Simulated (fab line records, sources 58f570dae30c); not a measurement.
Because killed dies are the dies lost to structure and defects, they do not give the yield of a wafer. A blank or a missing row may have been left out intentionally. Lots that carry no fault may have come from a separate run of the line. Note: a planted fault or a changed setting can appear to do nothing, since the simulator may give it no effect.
Chamber matching :: flow berkeley_cmos170 :: UCB170_V1_CMP_02 on cmp-01 has 4 sister chambers
The step polishes SiO2. 4 wafers are shown with their chamber, then 8 later ones without.

WAFERS WITH THEIR CHAMBER
wafer: L342.6
chamber: 2
motor_current_A (A): 16.8

wafer: L344.3
chamber: 0
motor_current_A (A): 13.1

wafer: L344.6
chamber: 3
motor_current_A (A): 15.8

wafer: L348.2
chamber: 1
motor_current_A (A): 20.0

WAFERS WHOSE CHAMBER IS MISSING
wafer: L348.4
motor_current_A (A): 16.4

wafer: L348.5
motor_current_A (A): 13.4

wafer: L350.1
motor_current_A (A): 16.4

wafer: L350.3
motor_current_A (A): 16.7

wafer: L350.4
motor_current_A (A): 21.5

wafer: L355.1
motor_current_A (A): 20.4

wafer: L355.5
motor_current_A (A): 21.0

wafer: L355.6
motor_current_A (A): 18.2

THE CHAMBER EACH PASSED THROUGH
wafer: L348.4
from the rows above: can't be placed: 2 or 3
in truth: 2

wafer: L348.5
from the rows above: 0
in truth: 0

wafer: L350.1
from the rows above: can't be placed: 2 or 3
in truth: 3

wafer: L350.3
from the rows above: can't be placed: 2 or 3
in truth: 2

wafer: L350.4
from the rows above: 1
in truth: 1

wafer: L355.1
from the rows above: 1
in truth: 1

wafer: L355.5
from the rows above: 1
in truth: 1

wafer: L355.6
from the rows above: can't be placed: 2 or 1 or 3
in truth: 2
Correct placement for 4 of the 8. Cannot be placed on the basis of these rows: 4; the candidates contain the true chamber in 4. Wrongly placed: 0.
How it was worked out, from the rows above alone: a wafer's distance from a chamber is the root of the sum, over the readings, of the square of ((its reading less the chamber's mean) divided by the reading's scatter). If the next closest chamber is less than 2 further off than the closest, the wafer can't be placed; otherwise it belongs to the closest. For every chamber, the mean is computed from those of its wafers that are shown. The scatter: with one shown wafer a chamber, the root of the mean of the squares of how far each hidden wafer lies from its nearest shown one.
